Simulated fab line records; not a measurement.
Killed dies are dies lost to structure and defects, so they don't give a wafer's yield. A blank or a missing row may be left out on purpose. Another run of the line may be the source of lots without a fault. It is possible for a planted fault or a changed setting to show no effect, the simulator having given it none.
Which of the tools did it? | flow berkeley cmos170 | Sampling: 7 lots, 21 wafers, 3 of 331 route steps

WHAT EACH GAUGE READ, for each wafer
UCB170_ACTIVE_OVL_MEAS_14.
lot  | measured     | on         | ACTIVE_OVL (nm)
L912 | day 5 08:32  | overlay-02 | -1 -7 -5
L927 | day 7 23:53  | overlay-01 | 3 -2 -8
L928 | day 9 02:31  | overlay-01 | -4 -9 -8
L930 | day 9 13:59  | overlay-01 | -9 -3 0
L932 | day 10 03:44 | overlay-02 | -15 -7 -10

TOOL THAT RAN EACH LOT (tool first, then ch and the chambers of the sampled wafers, then the start)
lot  | UCB170_ZERO_EXPOSE_03            | UCB170_ZERO_ETCH_06
L912 | krf scanner-02 ch 0, day 2 01:54 | rie diel-03 ch 1,2,3, day 2 02:17
L916 | krf scanner-01, day 3 07:10      | rie diel-03 ch 2,3, day 3 08:01
L918 | krf scanner-01, day 3 14:24      | rie diel-03 ch 0,1,2, day 3 14:46
L927 | krf scanner-01 ch 0, day 5 02:23 | rie diel-02 ch 0,1,2, day 5 03:03
L928 | krf scanner-02 ch 0, day 5 12:28 | rie diel-01 ch 0,1,2, day 5 12:51
L930 | krf scanner-02 ch 0, day 6 01:39 | rie diel-02 ch 2,3, day 6 02:05
L932 | krf scanner-01 ch 0, day 6 09:03 | rie diel-03 ch 1,2,3, day 6 09:38
- UCB170_ZERO_EXPOSE_03: exposes mask PM MARKS, target cd 4000 nm.
- UCB170_ZERO_ETCH_06: etches SiO2 in CHF3/CF4/Ar, time 12 s.

THE ANSWER, worked out from the rows above alone
Rule: the usual values come from the lots themselves. The widest of any qualifying gaps counts: lots, ordered by their means at a reading, are off when they make up no more than a third of the lots, leave a main group of 4 or more, and stand apart from it by 3 or more times the standard deviation of that group's means. A main group is skipped when, at the precision printed for the reading in the tables above, its means are all equal. Also off: a lot with no number at a reading for which 4 or more lots have one. All remaining lots with rows at the step are treated as sound.
None of the lots is off at any reading shown; this tells nothing.

WHAT HAD BEEN PUT IN BY THE SIMULATOR
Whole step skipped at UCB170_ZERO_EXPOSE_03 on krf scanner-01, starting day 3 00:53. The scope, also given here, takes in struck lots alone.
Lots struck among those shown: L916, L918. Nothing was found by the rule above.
